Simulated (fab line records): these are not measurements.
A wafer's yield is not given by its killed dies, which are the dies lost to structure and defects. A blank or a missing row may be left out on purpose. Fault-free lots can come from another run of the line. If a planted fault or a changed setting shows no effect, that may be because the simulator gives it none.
The tool behind it: which one?	flow rit_cmos	39 wafers from 13 lots sampled at 2 of the route's 202 steps

WHAT THE GAUGES SHOWED, per wafer
RIT_ACTIVE_THK_MEAS_04.
lot	measured	on	ACTIVE_NITRIDE_THK (nm)
L132	day 1 13:44	film_metro-03	150.2 149.3 149.3
L133	day 1 18:42	film_metro-01	150.2 150.5 149.1
L134	day 1 23:33	film_metro-01	151.7 152.8 153.7
L135	day 2 04:32	film_metro-01	148.1 148.7 148.8
L136	day 2 09:32	film_metro-03	151.5 150.8 150.5
L137	day 2 16:39	film_metro-01	151.0 149.4 149.7
L139	day 3 02:16	film_metro-01	150.1 151.0 150.6
L140	day 3 08:16	film_metro-01	151.7 151.2 152.7
L141	day 3 11:31	film_metro-02	148.3 147.9 147.6
L142	day 3 16:50	film_metro-02	132.9 133.4 133.0 133.0 133.4 133.0
L145	day 4 08:34	film_metro-03	136.6 135.5 133.9 136.4 135.2 134.0
L146	day 4 12:14	film_metro-03	148.0 149.4 148.4
L154	day 6 04:34	film_metro-01	149.5 150.5 151.6

TOOL THAT RAN EACH LOT (tool first, then ch and the chambers of the sampled wafers, then the start)
lot	RIT_ACTIVE_CVD_03
L132	lpcvd-01 ch 0, day 1 12:17
L133	lpcvd-01 ch 0, day 1 17:16
L134	lpcvd-01 ch 1, day 1 22:07
L135	lpcvd-01 ch 1, day 2 03:07
L136	lpcvd-02 ch 1, day 2 08:07
L137	lpcvd-01 ch 0, day 2 14:31
L139	lpcvd-01 ch 1, day 3 00:50
L140	lpcvd-02 ch 0, day 3 06:50
L141	lpcvd-02 ch 1, day 3 10:05
L142	lpcvd-01 ch 1, day 3 15:24
L145	lpcvd-01 ch 0, day 4 07:09
L146	lpcvd-02 ch 1, day 4 10:07
L154	lpcvd-02 ch 1, day 6 02:26
- RIT_ACTIVE_CVD_03: deposits Si3N4 from SiH2Cl2/NH3, target thk 150 nm, time 1500 s.

AS READ BY THE TOOLS THEMSELVES (means over the sampled wafers that have a number; for cases with no such wafer, the mark the record gives instead)
RIT_ACTIVE_CVD_03.
lot	tool	zone_power_load_pct (%)
L132	lpcvd-01	22.1
L133	lpcvd-01	22.4
L134	lpcvd-01	25.3
L135	lpcvd-01	25.4
L136	lpcvd-02	20.6
L137	lpcvd-01	22.2
L139	lpcvd-01	25.1
L140	lpcvd-02	18.8
L141	lpcvd-02	20.6
L142	lpcvd-01	25.2
L145	lpcvd-01	22.4
L146	lpcvd-02	20.8
L154	lpcvd-02	20.8

THE ANSWER, worked out from the rows above alone
Rule: the usual values come from the lots themselves. Put in order of their means at a reading, lots are off if they are a third of the lots or fewer, leave a main group of 4 or more, and stand apart from it by a gap of 3 or more times the standard deviation of the main group's means; of several such gaps the widest counts. A main group is skipped when, at the precision printed for the reading in the tables above, its means are all equal. Also off: a lot with no number at a reading for which 4 or more lots have one. Any other lot the step has rows for is counted as sound. Order of review: gauges by route order, followed by the tools' own readings, for which a lot's mean as printed above is used. The first step at which some lot is off is used, and at that step the reading that is off furthest; a lot without a number counts as furthest.
Off: L142, L145, seen at RIT_ACTIVE_THK_MEAS_04 (ACTIVE_NITRIDE_THK). Mean 150.1 nm and standard deviation 1.4 in the main group.
If a tool, at a process step before that reading, ran all the lots that are off and no sound lot after the first of them, it fits. Those tools and the gauges at RIT_ACTIVE_THK_MEAS_04 are tried in the same way. One candidate fits, namely lpcvd-01 at RIT_ACTIVE_CVD_03. A fault onset in the window from L139 (day 3 00:50, its last sound lot) to L142 (day 3 15:24, its first lot off) fits.

WHAT THE SIMULATOR HAD PUT IN
Site profile drift: lpcvd-01, from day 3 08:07 on, at RIT_ACTIVE_CVD_03. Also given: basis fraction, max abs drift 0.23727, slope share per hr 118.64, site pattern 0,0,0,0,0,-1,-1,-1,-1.
Shown lots that were struck: L142, L145. The same result came from the rule above.
